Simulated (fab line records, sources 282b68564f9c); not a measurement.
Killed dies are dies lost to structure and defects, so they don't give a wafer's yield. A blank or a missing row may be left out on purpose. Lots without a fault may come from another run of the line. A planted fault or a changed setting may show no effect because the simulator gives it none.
Which tool did it? | flow rit_cmos | 14 lots, 42 wafers sampled, at 2 steps of a route of 202

WHAT THE GAUGES READ, wafer by wafer
The record holds no reading of a measuring or inspecting step that can be judged against a usual standard deviation.

WHICH TOOL RAN EACH LOT (tool, then ch and the chambers of the sampled wafers, then the start)
lot  | RIT_GATE_ETCH_19                | RIT_M1_PROBE_99
L665 | rie_si-01 ch 0,1,2, day 2 14:23 | -
L666 | rie_si-02 ch 1,2,3, day 2 17:19 | -
L667 | rie_si-01 ch 0,3, day 3 00:23   | -
L669 | rie_si-01 ch 0,3, day 3 10:56   | -
L671 | rie_si-01 ch 0,2,3, day 3 18:16 | -
L672 | rie_si-02 ch 0,1,2, day 4 00:33 | -
L673 | rie_si-01 ch 0,1,2, day 4 04:27 | -
L675 | rie_si-01 ch 1,2,3, day 4 14:43 | prober-02, day 5 11:05
L676 | rie_si-01 ch 0,2,3, day 4 19:24 | -
L680 | rie_si-02 ch 1,2, day 5 15:37   | -
L683 | rie_si-01 ch 0,2,3, day 6 06:54 | prober-02, day 7 03:55
L685 | rie_si-01 ch 1,2, day 6 19:03   | prober-02, day 7 15:28
L686 | rie_si-02 ch 1,2,3, day 6 22:25 | -
L688 | rie_si-02 ch 2,3, day 7 10:59   | -
- RIT_GATE_ETCH_19: etches poly-Si in SF6/CHF3/O2, stops on SiO2, time 165 s, target depth 312.5 nm.
- RIT_M1_PROBE_99

WHAT THE TOOLS THEMSELVES READ (means of the sampled wafers that have a number; where no wafer has one, the mark that the record gives instead)
RIT_GATE_ETCH_19. Usual: chamber_pressure_mTorr 40.00 mTorr, standard deviation 0.038; drypump_motor_current_A 5.7 A, standard deviation 0.36; he_backside_leak_sccm 2.7 sccm, standard deviation 0.33; oes_product_au 0.841 a.u., standard deviation 0.01; throttle_valve_pct 10.27 %, standard deviation 0.15.
lot  | tool      | chamber_pressure_mTorr (mTorr) | drypump_motor_current_A (A) | he_backside_leak_sccm (sccm) | oes_product_au (a.u.) | throttle_valve_pct (%) | flag
L665 | rie_si-01 | 40.02                          | 5.8                         | 2.6                          | 0.851                 | 10.27                  |
L666 | rie_si-02 | 39.98                          | 5.8                         | 2.8                          | 0.843                 | 10.14                  |
L667 | rie_si-01 | 39.96                          | 5.9                         | 2.6                          | 0.834                 | 10.51                  |
L669 | rie_si-01 | 39.99                          | 5.8                         | 2.6                          | 0.830                 | 10.45                  |
L671 | rie_si-01 | 39.97                          | 5.7                         | 2.6                          | 0.838                 | 10.36                  |
L672 | rie_si-02 | 39.97                          | 5.5                         | 2.8                          | 0.827                 | 10.19                  |
L673 | rie_si-01 | 40.00                          | 5.8                         | 2.6                          | 0.846                 | 10.27                  |
L675 | rie_si-01 | 40.00                          | 5.9                         | 2.7                          | 0.841                 | 10.32                  |
L676 | rie_si-01 | 39.99                          | 5.7                         | 2.6                          | 0.838                 | 10.36                  |
L680 | rie_si-02 | 39.99                          | 5.9                         | 3.5                          | 0.834                 | 10.17                  |
L683 | rie_si-01 | 39.98                          | 5.7                         | 2.5                          | 0.857                 | 10.37                  |
L685 | rie_si-01 | 40.00                          | 5.7                         | 2.7                          | 0.861                 | 10.18                  |
L686 | rie_si-02 | 39.99                          | 5.8                         | 2.8                          | 0.842                 | 10.16                  |
L688 | rie_si-02 | 39.99                          | 5.9                         | 3.1                          | 0.839                 | 10.13                  |

RIT_M1_PROBE_99. Usual: killed_at_contacts 0.1, standard deviation 0.24; killed_at_front_end 7, standard deviation 3; killed_dies 7, standard deviation 3; killed_on_rim 1.9, standard deviation 1.4; killed_open 3.2, standard deviation 1.8; killed_short 3.5, standard deviation 2.1.
lot  | tool      | killed_at_contacts | killed_at_front_end | killed_dies | killed_on_rim | killed_open | killed_short | flag
L675 | prober-02 | 0.3                | 4                   | 4           | 1.7           | 3.0         | 1.3          |
L683 | prober-02 | 0.0                | 35                  | 35          | 7.3           | 3.3         | 4.3          | OFF
L685 | prober-02 | 0.0                | 37                  | 37          | 6.3           | 3.0         | 5.0          | OFF

THE ANSWER, worked out from the rows above alone
Rule: a lot is off if the mean of its wafers that have a number lies more than 3 standard deviations from the usual mean. A lot without any number at a reading at which 4 lots or more have one is off too. The other lots that the step has rows for count as sound. The gauges are gone through in route order, then the tools' own readings, and for those a lot's mean is taken as printed above. The first step at which some lot is off is used, and at that step the reading that is off furthest; a lot without a number counts as furthest.
Off: L683, L685, at RIT_M1_PROBE_99 (killed_at_front_end). Neither off nor sound, because the step has no rows for them: L665, L666, L667, L669, L671, L672, L673, L676, L680, L686, L688.
A tool fits if, at that step or a process step before it, it ran every lot that is off, and no sound lot after the first of them. Can't be told from this: 2 tools fit, rie_si-01 at RIT_GATE_ETCH_19, prober-02 at RIT_M1_PROBE_99.

WHAT THE SIMULATOR HAD PUT IN
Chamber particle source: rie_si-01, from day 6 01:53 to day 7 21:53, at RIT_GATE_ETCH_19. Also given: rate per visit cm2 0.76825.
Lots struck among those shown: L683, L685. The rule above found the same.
